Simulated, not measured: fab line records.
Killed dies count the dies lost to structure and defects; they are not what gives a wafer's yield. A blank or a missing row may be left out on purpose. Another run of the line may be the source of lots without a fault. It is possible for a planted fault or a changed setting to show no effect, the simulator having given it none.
Split-lot trial | flow berkeleyCmos170 | route with 331 steps; 5 lots, 23 wafers read

== SPLIT DETAILS ==
At UCB170_M3_COAT_10 (resist thk 900 nm), the setting spinRpm was moved away from the recipe's 1500 rpm on 7 of the 23 wafers read, by -6.0% to +5.3%. The other wafers ran this setting at the recipe's value.

The reading is taken at the split's own step.

== THE READING ==
KrF_of_M3_COAT_10.thkNm (the simulator's own value, which no gauge read), in nm, at UCB170_M3_COAT_10 (resist thk 900 nm). The file does not state a usual value for it. Average 898.4 nm, standard deviation 2 nm, over the 16 wafers here run with the recipe.

wafer  | tool, chamber at the split | spinRpm as run, rpm | against the recipe | KrF_of_M3_COAT_10.thkNm, nm | against lot-mates on the recipe
L074.1 | lithoTrack-04, 0           | 1580                | +5.3%              | 875.1                       | -25.0
L074.2 | lithoTrack-04, 0           | 1500                | recipe             | 900.3                       | -
L074.3 | lithoTrack-04, 0           | 1500                | recipe             | 901                         | -
L074.5 | lithoTrack-04, 0           | 1580                | +5.3%              | 877.3                       | -22.8
L074.6 | lithoTrack-04, 0           | 1500                | recipe             | 898.9                       | -
L079.1 | lithoTrack-01, 0           | 1500                | recipe             | 900.9                       | -
L079.3 | lithoTrack-01, 0           | 1410                | -6.0%              | 928.9                       | +29.0
L079.4 | lithoTrack-01, 0           | 1500                | recipe             | 898.9                       | -
L079.5 | lithoTrack-01, 0           | 1410                | -6.0%              | 928                         | +28.1
L079.6 | lithoTrack-01, 0           | 1410                | -6.0%              | 932.6                       | +32.7
L078.4 | lithoTrack-02, 0           | 1500                | recipe             | 895.1                       | -
L078.5 | lithoTrack-02, 0           | 1500                | recipe             | 896.6                       | -
L078.6 | lithoTrack-02, 0           | 1500                | recipe             | 897.5                       | -
L083.1 | lithoTrack-02, 0           | 1500                | recipe             | 901.1                       | -
L083.3 | lithoTrack-02, 0           | 1428                | -4.8%              | 921.7                       | +21.9
L083.4 | lithoTrack-02, 0           | 1428                | -4.8%              | 922.1                       | +22.3
L083.5 | lithoTrack-02, 0           | 1500                | recipe             | 899.7                       | -
L083.6 | lithoTrack-02, 0           | 1500                | recipe             | 898.6                       | -
L085.2 | lithoTrack-04, 0           | 1500                | recipe             | 898.2                       | -
L085.3 | lithoTrack-04, 0           | 1500                | recipe             | 896.8                       | -
L085.4 | lithoTrack-04, 0           | 1500                | recipe             | 895.5                       | -
L085.5 | lithoTrack-04, 0           | 1500                | recipe             | 899.8                       | -
L085.6 | lithoTrack-04, 0           | 1500                | recipe             | 895                         | -

THE FIT
A straight line over all 23 wafers: KrF_of_M3_COAT_10.thkNm changes by -4.82 nm for each +1% of spinRpm; r = -0.99; the points scatter about the line by 2.3 nm.
The same after taking each lot's own level away (the mean of its wafers on the recipe; 23 wafers): -4.75 nm for each +1%; r = -0.99; scatter 1.5 nm.
Per that fit: largest spinRpm move, reading shift of 28 nm.
The span of the lots' own levels, 896.40 to 900.07 nm, comes to 1.8 times the standard deviation stated above.
Hence the lot-to-lot level has little effect on the slope; both slopes agree.
Check: +28.7 nm against its lot-mates is what the line predicts for one of the wafers moved furthest among these (-6.0%) when that wafer is left out of the fit. It came out at +29 nm against them.

== OTHER SPLITS ON THESE WAFERS ==
Note: prior to the reading, these wafers also went through further splits. Each is held against what the fit with the lots' levels taken away leaves over:
other split on the same wafers    | wafers away from the commonest value | r with KrF_of_M3_COAT_10.thkNm (lot level and that fit taken away)
UCB170_V1_ETCH_14 timeS           | 7                                    | +0.30
UCB170_V2_COAT_07 resistThkNm     | 8                                    | -0.17
UCB170_V2_DEVELOP_11 developTimeS | 8                                    | +0.20

== THE FILE'S OWN FIT ==
KrF_of_M3_COAT_10.thkNm changes by -4.72 nm for each +1% of spinRpm, r = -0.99.
